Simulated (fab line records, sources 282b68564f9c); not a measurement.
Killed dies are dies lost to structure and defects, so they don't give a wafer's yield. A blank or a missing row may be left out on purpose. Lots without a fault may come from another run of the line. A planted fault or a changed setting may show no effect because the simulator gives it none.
Which tool did it? | flow rit_cmos | 14 lots, 42 wafers sampled, at 2 steps of a route of 202

WHAT THE GAUGES READ, wafer by wafer
The record holds no reading of a measuring or inspecting step that can be judged against a usual standard deviation.

WHICH TOOL RAN EACH LOT (tool, then ch and the chambers of the sampled wafers, then the start)
lot  | RIT_ACTIVE_COAT_06               | RIT_M1_PROBE_99
L302 | litho_track-03 ch 0, day 1 13:46 | prober-02, day 3 09:59
L303 | litho_track-02 ch 0, day 1 18:44 | prober-01, day 3 16:00
L304 | litho_track-03 ch 0, day 1 23:44 | prober-02, day 3 21:22
L305 | litho_track-02 ch 0, day 2 05:04 | prober-01, day 4 00:02
L306 | litho_track-03 ch 0, day 2 10:28 | prober-02, day 4 06:31
L307 | litho_track-04 ch 0, day 2 15:01 | prober-01, day 4 13:50
L308 | litho_track-03 ch 0, day 2 21:02 | prober-02, day 4 15:31
L309 | litho_track-03 ch 0, day 3 00:59 | prober-01, day 4 23:08
L310 | litho_track-02 ch 0, day 3 05:44 | prober-02, day 5 02:06
L311 | litho_track-04 ch 0, day 3 10:44 | prober-01, day 5 14:07
L318 | litho_track-03 ch 0, day 4 23:13 | prober-02, day 6 18:25
L319 | litho_track-02 ch 0, day 5 02:44 | prober-01, day 7 00:17
L320 | litho_track-03 ch 0, day 5 08:56 | prober-02, day 7 09:04
L321 | litho_track-03 ch 0, day 5 14:47 | prober-01, day 7 11:38
- RIT_ACTIVE_COAT_06: resist thk 1000 nm.
- RIT_M1_PROBE_99

WHAT THE TOOLS THEMSELVES READ (means of the sampled wafers that have a number; where no wafer has one, the mark that the record gives instead)
RIT_ACTIVE_COAT_06. Usual: dispense_pressure_kPa 48.6 kPa, standard deviation 0.31; spin_speed_rpm 3250.1 rpm, standard deviation 2.
lot  | tool           | dispense_pressure_kPa (kPa) | spin_speed_rpm (rpm) | flag
L302 | litho_track-03 | 48.8                        | 3247.9               |
L303 | litho_track-02 | 48.0                        | 3249.2               |
L304 | litho_track-03 | 48.8                        | 3251.5               |
L305 | litho_track-02 | 48.0                        | 3250.2               |
L306 | litho_track-03 | 48.8                        | 3248.2               |
L307 | litho_track-04 | 48.7                        | 3251.1               |
L308 | litho_track-03 | 48.8                        | 3250.4               |
L309 | litho_track-03 | 48.8                        | 3250.1               |
L310 | litho_track-02 | 48.0                        | 3250.1               |
L311 | litho_track-04 | 48.8                        | 3249.0               |
L318 | litho_track-03 | 48.8                        | 3250.7               |
L319 | litho_track-02 | 48.0                        | 3249.7               |
L320 | litho_track-03 | 48.8                        | 3202.7               | OFF
L321 | litho_track-03 | 48.8                        | 3202.2               | OFF

RIT_M1_PROBE_99. Usual: killed_at_contacts 0.1, standard deviation 0.24; killed_at_front_end 7, standard deviation 3.1; killed_dies 7, standard deviation 3.1; killed_on_rim 1.7, standard deviation 1.4; killed_open 3.6, standard deviation 2.1; killed_short 3.2, standard deviation 2.
lot  | tool      | killed_at_contacts | killed_at_front_end | killed_dies | killed_on_rim | killed_open | killed_short | flag
L302 | prober-02 | 0.0                | 8                   | 8           | 3.3           | 4.3         | 3.7          |
L303 | prober-01 | 0.0                | 9                   | 9           | 1.3           | 4.0         | 5.3          |
L304 | prober-02 | 0.0                | 6                   | 6           | 2.0           | 3.3         | 2.3          |
L305 | prober-01 | 0.0                | 8                   | 8           | 1.3           | 5.0         | 2.7          |
L306 | prober-02 | 0.0                | 8                   | 8           | 2.3           | 4.3         | 3.3          |
L307 | prober-01 | 0.0                | 4                   | 4           | 0.7           | 1.0         | 3.0          |
L308 | prober-02 | 0.0                | 7                   | 7           | 1.3           | 4.7         | 2.7          |
L309 | prober-01 | 0.0                | 5                   | 5           | 1.3           | 3.0         | 2.3          |
L310 | prober-02 | 0.0                | 4                   | 4           | 0.7           | 4.0         | 0.0          |
L311 | prober-01 | 0.3                | 7                   | 8           | 1.3           | 4.7         | 3.0          |
L318 | prober-02 | 0.0                | 5                   | 5           | 1.0           | 2.7         | 2.0          |
L319 | prober-01 | 0.0                | 5                   | 5           | 0.3           | 2.0         | 3.3          |
L320 | prober-02 | 0.0                | 8                   | 8           | 1.3           | 3.3         | 4.7          |
L321 | prober-01 | 0.0                | 8                   | 8           | 3.0           | 4.3         | 3.3          |

THE ANSWER, worked out from the rows above alone
Rule: a lot is off if the mean of its wafers that have a number lies more than 3 standard deviations from the usual mean. A lot without any number at a reading at which 4 lots or more have one is off too. The other lots that the step has rows for count as sound. The gauges are gone through in route order, then the tools' own readings, and for those a lot's mean is taken as printed above. The first step at which some lot is off is used, and at that step the reading that is off furthest; a lot without a number counts as furthest.
Off: L320, L321, at RIT_ACTIVE_COAT_06 (spin_speed_rpm).
A tool fits if, at that step or a process step before it, it ran every lot that is off, and no sound lot after the first of them. One fits: litho_track-03 at RIT_ACTIVE_COAT_06. Its last sound lot is L318 (day 4 23:13), its first lot that is off L320 (day 5 08:56): a fault that began between those two fits.
The tool's own readings at RIT_ACTIVE_COAT_06 bear it out: on the lots that are off they differ by more than 5 times the standard deviation of the sound lots' means. spin_speed_rpm reads 3202.4 rpm there against 3249.8 rpm on the sound lots.

WHAT THE SIMULATOR HAD PUT IN
Process parameter drift: litho_track-03, from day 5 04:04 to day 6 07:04, at RIT_ACTIVE_COAT_06. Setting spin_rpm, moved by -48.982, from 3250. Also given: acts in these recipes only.
Lots struck among those shown: L320, L321. The rule above found the same.
